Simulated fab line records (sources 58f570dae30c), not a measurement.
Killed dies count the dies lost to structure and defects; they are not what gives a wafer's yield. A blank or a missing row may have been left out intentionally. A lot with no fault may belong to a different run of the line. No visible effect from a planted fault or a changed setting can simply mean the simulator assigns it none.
8D (eight disciplines) problem report, filled in by code :: flow berkeley cmos170 :: the parts of the form that need people (team, actions taken, sign-off) are left out

1. PROBLEM STATEMENT
Mean NSD_RS at UCB170_SDANNEAL_RS_MEAS_03: 45.40 ohm/sq over 6 wafers in 2 lots; fault-free wafers: 37.27 ohm/sq, standard deviation 0.09. Relative to the usual mean, that is a shift of +90 standard deviations.
The step: measures by four-point-probe.
The first sign was on wafer L701.1 at day 8 22:24, on film metro-03. The record holds 42 wafers of 14 lots with a number at this step. Rule for "out", or "out of limits": more than 4 standard deviations from the usual mean. The other wafers with a number count as sound.

2. WHAT IT IS; WHAT IT IS NOT
question: which readings at this step
is: NSD_RS
is not: -

question: which lots
is: L701, L702
is not: L691, L692, L693, L694, L695, L696, L700, L707, L708, L710, L712, L713

question: which wafers of those lots
is: all that have a number
is not: -

question: read on which gauges
is: film metro-03
is not: film metro-01, film metro-02

question: when
is: from day 8 22:24
is not: up to then (18 sound wafers); but 18 sound wafers of L700, L707, L708, L710, L712, L713 came after

3. SUSPECTS, AND WHAT RULES EACH OUT
Counting: any tool at a process step up to the reading is kept as a suspect provided that every lot that is out went through it and no sound lot did after the first of them.
- the gauge at UCB170_SDANNEAL_RS_MEAS_03 is ruled out. All the wafers that are out were read on film metro-03, but those of them that UCB170_NSD_IMPLANT_08 has rows for are out there too, on other tools.
- implanter-04 at UCB170_NSD_IMPLANT_08: kept. Every lot that is out went through it, starting with L701 (day 8 17:58), and after that it ran no sound lot; the last sound lot it ran before then is L695 (day 7 15:49). Its own dose ions cm2, faraday current uA readings are out on those wafers.
Left after counting: implanter-04 at UCB170_NSD_IMPLANT_08.

4. THE CAUSE (what the simulator had put in)
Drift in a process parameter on implanter-04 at UCB170_NSD_IMPLANT_08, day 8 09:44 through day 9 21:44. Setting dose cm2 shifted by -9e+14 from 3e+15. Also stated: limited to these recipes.
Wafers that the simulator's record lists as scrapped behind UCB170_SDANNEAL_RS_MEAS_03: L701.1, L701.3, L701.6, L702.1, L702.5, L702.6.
The count eliminated every tool but this one.

5. THE EFFECT CHAIN, in route order
One row per reading whose mean, taken over the struck wafers that have a number, lies over 3 standard deviations from the usual. Readings are gone through only where the record gives a usual standard deviation; hours: the median, over the lots, of the time from a lot's start at the first step in this table giving one to that lot's start at this step; sigmas: the change measured in usual standard deviations.
hours: 0
step: UCB170_NSD_IMPLANT_08
reading: dose ions cm2
usual: 3e+15
on struck wafers: 2e+15
change: -9e+14
sigmas: -99 or more

hours: 0
step: UCB170_NSD_IMPLANT_08
reading: end station pressure torr
usual: 1.26e-05 Torr
on struck wafers: 1.05e-05
change: -2.10e-06
sigmas: -3.3

hours: 0
step: UCB170_NSD_IMPLANT_08
reading: faraday current uA
usual: 9257
on struck wafers: 6508
change: -2748
sigmas: -15

hours: 0
step: UCB170_NSD_STRIP_09
reading: oes product au
usual: 0.534 a.u.
on struck wafers: 0.567
change: +0.032
sigmas: +7.2

hours: 0
step: UCB170_NSD_STRIP_09
reading: strip time to endpoint s
usual: 35.81 s
on struck wafers: 32.52
change: -3.29
sigmas: -33

hours: 3
step: UCB170_SDANNEAL_RS_MEAS_03
reading: NSD_RS
usual: 37.27 ohm/sq
on struck wafers: 45.40
change: +8.13
sigmas: +90
The process steps in it:
- UCB170_NSD_IMPLANT_08
- UCB170_NSD_STRIP_09: strips in O2.

6. HOW IT WOULD HAVE BEEN CAUGHT EARLIER
Counted from the fault's start at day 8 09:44, it took 13 hours until the first out-of-limits reading at a measuring or inspecting step in this record, taken at day 8 22:24.
Tool's own readings at UCB170_NSD_IMPLANT_08, dose ions cm2, faraday current uA: out on all struck wafers the step has rows for; an alarm limit on them would have tripped on the first.
Among the 2 lots that are out, L702 began UCB170_NSD_IMPLANT_08 on implanter-04 after day 8 22:24. Had the tool been put on hold then, it would have been spared.
